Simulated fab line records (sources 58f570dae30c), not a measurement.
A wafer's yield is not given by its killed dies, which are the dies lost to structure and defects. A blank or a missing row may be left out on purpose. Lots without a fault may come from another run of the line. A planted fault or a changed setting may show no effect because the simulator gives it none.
fab line records	flow berkeley-cmos170
[record] lots = 5	wafers = 23
route steps=331 shown GATE@136 NLDD@167 NSD@195 BACKSIDE@199 SDANNEAL@205 SILICIDE@211 CONTACT@226
start-h: start of the lot's first displayed wafer, in hours after the record's first day	wait-h: hours since the lot's step before	" as in the row above	L1.1+2: a single row standing in for several wafers	- either no value or no given start	* or withheld: withheld	< > ~ a bound
route shown NAME@n: names a module that has steps shown in the file, with the first one's number in the route	usual: mean/standard deviation taken from wafers without a fault	same: alike in all rows	chamber/n: place in a boat	sites: each site's reading	_std_site: the standard deviation of these	_edge_site: the outer-site mean with the inner-site mean subtracted	radius-mm: for every site, how far away it sits from the centre of the wafer	mask NAME#n: copy n	behind: tool/chamber where the wafer was last shaped	hold: why the lot was held/for how many hours/how that ended	device: names the non-switching transistor (n, p or np)	end of line: tests of these same wafers at the route's end	where a step has no rows: the recipe by itself	killed: dies lost to structure and defects at the first sort, not the wafer's yield	map: shows each die of a wafer: x if killed, . if not, _ if none is there
set.NAME: the setting as run; set.NAME@STEP: as run at that earlier step	model.NAME: the simulator's own value behind a step, which no gauge read
lots where settings were altered on purpose, with a table for each step and a row for each wafer
[[steps]]
[step UCB170_GATE_PEB_10]
[recipe] peb-temp-c = 130	peb-time-s = withheld	resist = KrF
lot.wafer	tool	chamber	start-h	wait-h	set.peb-temp-c
L074.1+2	litho-track-03	0	143.21	0.4	127.5
L074.4+5+6	"	0	"	"	130
L075.1+3+6	litho-track-03	0	156.91	0.8	130
L078.1+4	litho-track-04	0	173.95	0.7	132
L078.3+5+6	"	0	"	"	130
L079.1+4+6	litho-track-02	0	174.01	0.5	133.2
L079.2+5	"	0	"	"	130
L081.2+5+6	litho-track-02	0	199.57	0.1	126.7
L081.3+4	"	0	"	"	130
[step UCB170_GATE_DEVELOP_11]
[recipe] developer = TMAH	develop-time-s = 45	resist = KrF	dev-temp-c = 21
[step UCB170_GATE_CD_MEAS_12]
[recipe] target-cd-nm = 350
[usual] cd-nm = 350.3/1.2
lot.wafer	tool	chamber	start-h	wait-h	set.peb-temp-c@GATE_PEB_10	cd-nm
L074.1	cd-sem-01	-	143.49	-	127.5	370.1
L074.2	"	-	"	"	127.5	369.8
L074.4	"	-	"	"	130	351.9
L074.5	"	-	"	"	130	352.2
L074.6	"	-	"	"	130	349.8
L075.1	cd-sem-01	-	157.19	-	130	350.3
L075.3	"	-	"	"	130	348.7
L075.6	"	-	"	"	130	347.4
L078.1	cd-sem-01	-	174.33	-	132	339.3
L078.3	"	-	"	"	130	351.7
L078.4	"	-	"	"	132	339.8
L078.5	"	-	"	"	130	351.0
L078.6	"	-	"	"	130	352.0
L079.1	cd-sem-01	-	174.45	-	133.2	332.2
L079.2	"	-	"	"	130	351.2
L079.4	"	-	"	"	133.2	331.2
L079.5	"	-	"	"	130	350.7
L079.6	"	-	"	"	133.2	330.1
L081.2	cd-sem-01	-	199.84	-	126.7	374.7
L081.3	"	-	"	"	130	348.6
L081.4	"	-	"	"	130	348.1
L081.5	"	-	"	"	126.7	373.8
L081.6	"	-	"	"	126.7	374.1
[step UCB170_GATE_ETCH_14]
[recipe] chemistry = N2/H2	target-depth-a = withheld	overetch-a = withheld	target = BARC	time-s = withheld	source-w = 500	bias-w = 100	pressure-mtorr = 30	n2-flow-sccm = 100	h2-flow-sccm = 200
[step UCB170_GATE_ETCH_15]
[recipe] chemistry = HBr/Cl2	target = poly-Si	stop-on = SiO2	over-etch-frac = 0.3	icp-w = 300	bias-w = 150	time-s = 56.3	pressure-mtorr = 15	HBr_flow_sccm = 150	Cl2_flow_sccm = 50	target-depth-a = 2782
lot.wafer	tool	chamber	start-h	wait-h	set.time-s@GATE_CVD_04	set.peb-temp-c@GATE_PEB_10	model.etch.depth-nm	model.GATE.feature-depth-nm	model.GATE.cd-nm
L074.1	rie-si-02	1	143.69	-	1346	127.5	204.9	205.1	370.1
L074.2	"	0	"	"	1346	127.5	-	204.1	369.3
L074.4	"	1	"	"	1346	130	-	205.4	351.7
L074.5	"	3	"	"	1346	130	205.2	205.2	351.3
L074.6	"	0	"	"	1346	130	204	204.1	348.8
L075.1	rie-si-02	3	157.38	-	1440	130	214.8	214.8	349.9
L075.3	"	1	"	"	1440	130	214.7	214.8	348.6
L075.6	"	3	"	"	1440	130	214.1	214.1	347.4
L078.1	rie-si-01	0	174.53	-	1544	132	229.9	229.9	337.9
L078.3	"	3	"	"	1544	130	231.2	231.3	351.6
L078.4	"	3	"	"	1544	132	230.8	230.8	339.4
L078.5	"	1	"	"	1544	130	230.9	231	350.2
L078.6	"	0	"	"	1544	130	228.2	228.2	352.4
L079.1	rie-si-02	0	174.65	-	1533	133.2	227.2	227.3	331.5
L079.2	"	2	"	"	1533	130	-	226.3	349.4
L079.4	"	1	"	"	1533	133.2	227	227.1	329.6
L079.5	"	0	"	"	1533	130	-	225.9	349.9
L079.6	"	3	"	"	1533	133.2	-	224.8	328.6
L081.2	rie-si-02	2	200.02	-	1440	126.7	213.1	213.1	373.6
L081.3	"	0	"	"	1440	130	213.7	213.8	348.4
L081.4	"	0	"	"	1440	130	212.5	212.6	347.4
L081.5	"	2	"	"	1440	126.7	213.3	213.3	373.9
L081.6	"	1	"	"	1440	126.7	212.1	212.2	373.5
[step UCB170_GATE_STRIP_16]
[recipe] chemistry = O2	power-w = 400	pressure-mtorr = 3500	platen-temp-c = withheld	o2-flow-sccm = 400	overash-fraction = 0.5
[step UCB170_GATE_CD_MEAS_90]
[recipe] target-cd-nm = 350
[usual] cd-nm = 349.8/1.4
lot.wafer	tool	chamber	start-h	wait-h	set.peb-temp-c@GATE_PEB_10	cd-nm
L074.1	cd-sem-02	-	144.03	0.3	127.5	370.0
L074.2	"	-	"	"	127.5	369.3
L074.4	"	-	"	"	130	351.6
L074.5	"	-	"	"	130	351.2
L074.6	"	-	"	"	130	348.7
L075.1	cd-sem-02	-	157.53	0.1	130	350.0
L075.3	"	-	"	"	130	348.6
L075.6	"	-	"	"	130	347.3
L078.1	cd-sem-01	-	175.05	0.4	132	338.1
L078.3	"	-	"	"	130	351.6
L078.4	"	-	"	"	132	339.4
L078.5	"	-	"	"	130	350.2
L078.6	"	-	"	"	130	352.2
L079.1	cd-sem-01	-	175.29	0.6	133.2	331.6
L079.2	"	-	"	"	130	349.4
L079.4	"	-	"	"	133.2	329.7
L079.5	"	-	"	"	130	350.1
L079.6	"	-	"	"	133.2	328.2
L081.2	cd-sem-02	-	200.19	0.1	126.7	373.4
L081.3	"	-	"	"	130	348.8
L081.4	"	-	"	"	130	347.1
L081.5	"	-	"	"	126.7	373.9
L081.6	"	-	"	"	126.7	373.5
[step UCB170_NLDD_IMPLANT_09]
[recipe] species = As	dose-cm2 = 5e+13	energy-kev = 30	tilt-deg = 7	rotation-deg = 180
lot.wafer	tool	chamber	start-h	wait-h	set.energy-kev	model.implant.rp-nm	model.implant.drp-nm
L074.1+2+5	implanter-01	0	148.63	0.1	30	22.1	9.611
L074.4+6	"	0	"	"	28.46	21.23	9.25
L075.1+3+6	implanter-04	0	162.00	0.1	30	20.85	9.611
L078.1+4+5	implanter-02	0	180.10	0.1	29.27	21.04	9.44
L078.3+6	"	0	"	"	30	21.44	9.611
L079.1+4+5	implanter-02	0	180.94	0.1	31	21.71	9.844
L079.2+6	"	0	"	"	30	21.17	9.611
L081.2+3	implanter-01	0	203.53	0.1	29.15	21.22	9.412
L081.4+5+6	"	0	"	"	30	21.69	9.611
[step UCB170_NSD_IMPLANT_08]
[recipe] species = P	dose-cm2 = 3e+15	energy-kev = 40	tilt-deg = 7
lot.wafer	tool	chamber	start-h	wait-h	set.dose-cm2
L074.1+6	implanter-03	0	158.74	0.0	3.08e+15
L074.2+4+5	"	0	"	"	3e+15
L075.1+3+6	implanter-03	0	174.01	0.0	3e+15
L078.1+3+6	implanter-04	0	192.40	0.0	3e+15
L078.4+5	"	0	"	"	2.866e+15
L079.1+2+4+5+6	implanter-04	0	192.87	0.0	3e+15
L081.2+3+5	implanter-04	0	213.67	0.0	3e+15
L081.4+6	"	0	"	"	2.854e+15
[step UCB170_NSD_STRIP_09]
[recipe] chemistry = O2	power-w = 400	pressure-mtorr = 3500	platen-temp-c = withheld	o2-flow-sccm = 400	overash-fraction = 0.5
[usual] strip-time-to-endpoint-s = 35.81/0.064
lot.wafer	tool	chamber	start-h	wait-h	set.dose-cm2@NSD_IMPLANT_08	strip-time-to-endpoint-s
L074.1	plasma-asher-01	1	158.89	0.1	3.08e+15	36.01
L074.2	"	0	"	"	3e+15	35.71
L074.4	"	0	"	"	3e+15	35.75
L074.5	"	1	"	"	3e+15	35.74
L074.6	"	0	"	"	3.08e+15	36.03
L075.1	plasma-asher-01	0	174.16	0.1	3e+15	35.79
L075.3	"	1	"	"	3e+15	35.87
L075.6	"	1	"	"	3e+15	35.84
L078.1	plasma-asher-01	0	192.55	0.1	3e+15	35.99
L078.3	"	1	"	"	3e+15	35.84
L078.4	"	0	"	"	2.866e+15	35.39
L078.5	"	1	"	"	2.866e+15	35.33
L078.6	"	0	"	"	3e+15	35.88
L079.1	plasma-asher-01	1	193.02	0.1	3e+15	35.78
L079.2	"	0	"	"	3e+15	35.69
L079.4	"	0	"	"	3e+15	35.72
L079.5	"	1	"	"	3e+15	35.75
L079.6	"	0	"	"	3e+15	35.76
L081.2	plasma-asher-02	0	213.79	0.1	3e+15	35.92
L081.3	"	0	"	"	3e+15	35.76
L081.4	"	1	"	"	2.854e+15	35.35
L081.5	"	1	"	"	3e+15	35.84
L081.6	"	0	"	"	2.854e+15	35.38
[step UCB170_BACKSIDE_HMDS_00]
[recipe] prime-time-s = 60	prime-temp-c = 100
lot.wafer	tool	chamber	start-h	wait-h	set.prime-time-s
L074.1+2+6	litho-track-03	0	159.91	0.7	60
L074.4+5	"	0	"	"	53.85
L075.1+3+6	litho-track-02	0	174.83	0.3	60
L078.1+4+6	litho-track-01	0	192.90	0.0	60
L078.3+5	"	0	"	"	53.94
L079.1+2+4+5+6	litho-track-01	0	193.37	0.0	60
L081.2+4+6	litho-track-03	0	214.69	0.6	60
L081.3+5	"	0	"	"	55.03
[step UCB170_BACKSIDE_COAT_01]
[recipe] resist = KrF	spin-rpm = 1500	resist-thk-nm = 900
[step UCB170_BACKSIDE_SOFTBAKE_02]
[recipe] resist = KrF	temp-c = 130	time-s = 60
[step UCB170_SDANNEAL_RTA_01]
[recipe] temp-c = 1050	time-s = 5	ambient = N2
[step UCB170_SDANNEAL_RS_MEAS_03]
[recipe] thk-meas-gauge = four-point-probe
[usual] NSD_RS = 37.26/0.092
lot.wafer	tool	chamber	start-h	wait-h	set.dose-cm2@NSD_IMPLANT_08	NSD_RS[ohm/sq]
L074.1	film-metro-01	-	160.88	0.1	3.08e+15	36.84
L074.2	"	-	"	"	3e+15	37.21
L074.4	"	-	"	"	3e+15	37.34
L074.5	"	-	"	"	3e+15	37.34
L074.6	"	-	"	"	3.08e+15	36.81
L075.1	film-metro-04	-	175.85	0.1	3e+15	37.23
L075.3	"	-	"	"	3e+15	37.27
L075.6	"	-	"	"	3e+15	37.19
L078.1	film-metro-03	-	193.87	0.1	3e+15	37.25
L078.3	"	-	"	"	3e+15	37.12
L078.4	"	-	"	"	2.866e+15	38.07
L078.5	"	-	"	"	2.866e+15	38.00
L078.6	"	-	"	"	3e+15	37.22
L079.1	film-metro-04	-	194.58	0.1	3e+15	37.46
L079.2	"	-	"	"	3e+15	37.36
L079.4	"	-	"	"	3e+15	37.37
L079.5	"	-	"	"	3e+15	37.25
L079.6	"	-	"	"	3e+15	37.38
L081.2	film-metro-03	-	215.65	0.1	3e+15	37.28
L081.3	"	-	"	"	3e+15	37.34
L081.4	"	-	"	"	2.854e+15	38.20
L081.5	"	-	"	"	3e+15	37.38
L081.6	"	-	"	"	2.854e+15	38.18
[step UCB170_SILICIDE_SPUTTER_01]
[recipe] material = Ti	target-thk-nm = 30	time-s = 25	power-w = 1500	chamber-pressure-pa = 0.5
lot.wafer	tool	chamber	start-h	wait-h	set.time-s	model.Ti_of_SILICIDE_SPUTTER_01.thk-nm
L074.1	pvd-sputter-03	-	161.31	0.0	25	29.97
L074.2	"	-	"	"	25	29.05
L074.4	"	-	"	"	25	28.97
L074.5	"	-	"	"	25	29.18
L074.6	"	-	"	"	25	28.98
L075.1	pvd-sputter-01	-	176.27	0.0	25	30.19
L075.3	"	-	"	"	25	29.82
L075.6	"	-	"	"	25	29.98
L078.1	pvd-sputter-01	-	194.30	0.0	21.5	25.15
L078.3	"	-	"	"	25	29.93
L078.4	"	-	"	"	21.5	25.34
L078.5	"	-	"	"	25	29.37
L078.6	"	-	"	"	25	29.19
L079.1	pvd-sputter-01	-	195.00	0.0	28.51	34.23
L079.2	"	-	"	"	28.51	34.04
L079.4	"	-	"	"	25	30.05
L079.5	"	-	"	"	28.51	34.33
L079.6	"	-	"	"	25	29.46
L081.2	pvd-sputter-04	-	216.06	0.0	25	29.97
L081.3	"	-	"	"	27.7	32.77
L081.4	"	-	"	"	25	29.62
L081.5	"	-	"	"	27.7	32.84
L081.6	"	-	"	"	27.7	32.88
[step UCB170_SILICIDE_RS_MEAS_02]
[recipe] thk-meas-gauge = four-point-probe	reads = Ti_of_SILICIDE_SPUTTER_01
[usual] SILICIDE_TI_RS = 26.3/0.44
lot.wafer	tool	chamber	start-h	wait-h	set.time-s@SILICIDE_SPUTTER_01	SILICIDE_TI_RS[ohm/sq]
L074.1	film-metro-01	-	161.34	0.0	25	26.2
L074.2	"	-	"	"	25	27.1
L074.4	"	-	"	"	25	27.3
L074.5	"	-	"	"	25	26.9
L074.6	"	-	"	"	25	27.2
L075.1	film-metro-02	-	176.30	0.0	25	26.0
L075.3	"	-	"	"	25	26.3
L075.6	"	-	"	"	25	26.1
L078.1	film-metro-02	-	194.33	0.0	21.5	32.2
L078.3	"	-	"	"	25	26.2
L078.4	"	-	"	"	21.5	31.8
L078.5	"	-	"	"	25	26.8
L078.6	"	-	"	"	25	26.9
L079.1	film-metro-02	-	195.17	0.1	28.51	22.5
L079.2	"	-	"	"	28.51	22.7
L079.4	"	-	"	"	25	26.2
L079.5	"	-	"	"	28.51	22.5
L079.6	"	-	"	"	25	26.9
L081.2	film-metro-02	-	216.11	0.0	25	26.2
L081.3	"	-	"	"	27.7	23.5
L081.4	"	-	"	"	25	26.5
L081.5	"	-	"	"	27.7	23.4
L081.6	"	-	"	"	27.7	23.5
[step UCB170_SILICIDE_THK_MEAS_03]
[recipe] thk-meas-gauge = xrf	reads = Ti_of_SILICIDE_SPUTTER_01
[usual] SILICIDE_TI_THK = 29.6/0.48
lot.wafer	tool	chamber	start-h	wait-h	set.time-s@SILICIDE_SPUTTER_01	SILICIDE_TI_THK[nm]
L074.1	film-metro-01	-	161.46	0.1	25	29.5
L074.2	"	-	"	"	25	28.7
L074.4	"	-	"	"	25	28.6
L074.5	"	-	"	"	25	28.7
L074.6	"	-	"	"	25	28.5
L075.1	film-metro-02	-	176.42	0.1	25	30.1
L075.3	"	-	"	"	25	29.6
L075.6	"	-	"	"	25	29.9
L078.1	film-metro-02	-	194.45	0.1	21.5	25.0
L078.3	"	-	"	"	25	29.7
L078.4	"	-	"	"	21.5	25.1
L078.5	"	-	"	"	25	29.3
L078.6	"	-	"	"	25	28.9
L079.1	film-metro-02	-	195.29	0.1	28.51	33.9
L079.2	"	-	"	"	28.51	33.7
L079.4	"	-	"	"	25	29.9
L079.5	"	-	"	"	28.51	33.9
L079.6	"	-	"	"	25	29.2
L081.2	film-metro-02	-	216.22	0.1	25	29.8
L081.3	"	-	"	"	27.7	32.7
L081.4	"	-	"	"	25	29.4
L081.5	"	-	"	"	27.7	32.7
L081.6	"	-	"	"	27.7	32.8
[step UCB170_CONTACT_COAT_10]
[recipe] resist = KrF	spin-rpm = 1500	resist-thk-nm = 900
lot.wafer	tool	chamber	start-h	wait-h	set.resist-thk-nm	model.KrF_of_CONTACT_COAT_10.thk-nm
L074.1	litho-track-03	0	-	-	900	898.9
L074.2	"	0	"	"	853.3	853.1
L074.4	"	0	"	"	900	900.1
L074.5	"	0	"	"	853.3	851.4
L074.6	"	0	"	"	900	900.2
L075.1	litho-track-04	0	-	-	900	898.5
L075.3	"	0	"	"	900	900.7
L075.6	"	0	"	"	900	898.7
L078.1	litho-track-01	0	-	-	952.4	952.5
L078.3	"	0	"	"	900	901.8
L078.4	"	0	"	"	900	899.5
L078.5	"	0	"	"	900	899.2
L078.6	"	0	"	"	952.4	953
L079.1+4	litho-track-03	0	-	-	900	898.2
L079.2	"	0	"	"	940.3	940.1
L079.5	"	0	"	"	940.3	936.6
L079.6	"	0	"	"	900	894.8
L081.2	litho-track-01	0	-	-	900	902.9
L081.3	"	0	"	"	900	905.8
L081.4	"	0	"	"	886	891.9
L081.5	"	0	"	"	886	888.2
L081.6	"	0	"	"	900	903.6
[step UCB170_CONTACT_SOFTBAKE_11]
[recipe] resist = KrF	temp-c = 130	time-s = 60
[step UCB170_CONTACT_EXPOSE_12]
[recipe] mask-id = CONT	target-cd-nm = 700	na = 0.5	sigma-outer = 0.6	source-shape = conventional	dose-mj = 35
[step UCB170_CONTACT_ETCH_17]
[recipe] chemistry = N2/H2	target-depth-a = withheld	overetch-a = withheld	target = BARC	time-s = withheld	source-w = 500	bias-w = 100	pressure-mtorr = 30	n2-flow-sccm = 100	h2-flow-sccm = 200
[step UCB170_CONTACT_ETCH_18]
[recipe] chemistry = CHF3/CF4/Ar	target = PSG	stop-on = TiSi2	CHF3_flow_sccm = 45	cf4-flow-sccm = 15	Ar_flow_sccm = 150	pressure-mtorr = 200	rf-w = 700	target-depth-a = 8400	over-etch-frac = 0.2	time-s = 195
lot.wafer	tool	chamber	start-h	wait-h	set.resist-thk-nm@CONTACT_COAT_10	model.KrF_of_CONTACT_COAT_10.thk-nm
L074.1	rie-diel-02	0	-	-	900	680.1
L074.2	"	2	"	"	853.3	641
L074.4	"	2	"	"	900	688.4
L074.5	"	0	"	"	853.3	633.9
L074.6	"	3	"	"	900	690.8
L075.1	rie-diel-01	3	-	-	900	685.6
L075.3	"	2	"	"	900	695.1
L075.6	"	2	"	"	900	691.1
L078.1	rie-diel-01	1	-	-	952.4	740.1
L078.3	"	2	"	"	900	697.9
L078.4	"	3	"	"	900	690.2
L078.5	"	2	"	"	900	695.5
L078.6	"	3	"	"	952.4	743.6
L079.1	rie-diel-01	1	-	-	900	684.5
L079.2	"	3	"	"	940.3	729.8
L079.4	"	2	"	"	900	691.7
L079.5	"	3	"	"	940.3	724.4
L079.6	"	0	"	"	900	688.4
L081.2	rie-diel-02	2	-	-	900	694.2
L081.3	"	3	"	"	900	701.5
L081.4	"	0	"	"	886	676.6
L081.5	"	1	"	"	886	679.4
L081.6	"	0	"	"	900	688.6
[[key]]
[split] step = UCB170_GATE_PEB_10	setting = peb-temp-c	stated = 130	by = wafer
[response] step = UCB170_GATE_CD_MEAS_12	reading = cd-nm	change = -9.09	per = 1%	r = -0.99
[response] step = UCB170_GATE_ETCH_15	reading = model.GATE.cd-nm	change = -9.17	per = 1%	r = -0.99
[response] step = UCB170_GATE_CD_MEAS_90	reading = cd-nm	change = -9.18	per = 1%	r = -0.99
[split] step = UCB170_NLDD_IMPLANT_09	setting = energy-kev	stated = 30	by = wafer
[response] step = UCB170_NLDD_IMPLANT_09	reading = model.implant.rp-nm	change = +0.166	per = 1%	r = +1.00
[response] step = UCB170_NLDD_IMPLANT_09	reading = model.implant.drp-nm	change = +0.0702	per = 1%	r = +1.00
[split] step = UCB170_NSD_IMPLANT_08	setting = dose-cm2	stated = 3e+15	by = wafer
[response] step = UCB170_NSD_STRIP_09	reading = strip-time-to-endpoint-s	change = *	per = 1%	r = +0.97
[response] step = UCB170_SDANNEAL_RS_MEAS_03	reading = NSD_RS	change = -0.181	per = 1%	r = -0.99
[split] step = UCB170_BACKSIDE_HMDS_00	setting = prime-time-s	stated = 60	by = wafer
response none clear
[split] step = UCB170_SILICIDE_SPUTTER_01	setting = time-s	stated = 25	by = wafer
[response] step = UCB170_SILICIDE_SPUTTER_01	reading = model.Ti_of_SILICIDE_SPUTTER_01.thk-nm	change = +0.303	per = 1%	r = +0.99
[response] step = UCB170_SILICIDE_RS_MEAS_02	reading = SILICIDE_TI_RS	change = -0.319	per = 1%	r = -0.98
[response] step = UCB170_SILICIDE_THK_MEAS_03	reading = SILICIDE_TI_THK	change = +0.302	per = 1%	r = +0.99
[split] step = UCB170_CONTACT_COAT_10	setting = resist-thk-nm	stated = 900	by = wafer
[response] step = UCB170_CONTACT_COAT_10	reading = model.KrF_of_CONTACT_COAT_10.thk-nm	change = +9.12	per = 1%	r = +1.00
[response] step = UCB170_CONTACT_ETCH_18	reading = model.KrF_of_CONTACT_COAT_10.thk-nm	change = +8.76	per = 1%	r = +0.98
split outside-this-file step=UCB170_GATE_CVD_04 setting=time-s
// split outside-this-file: this setting was split too, and the file shows its column; the key of that split is in another file
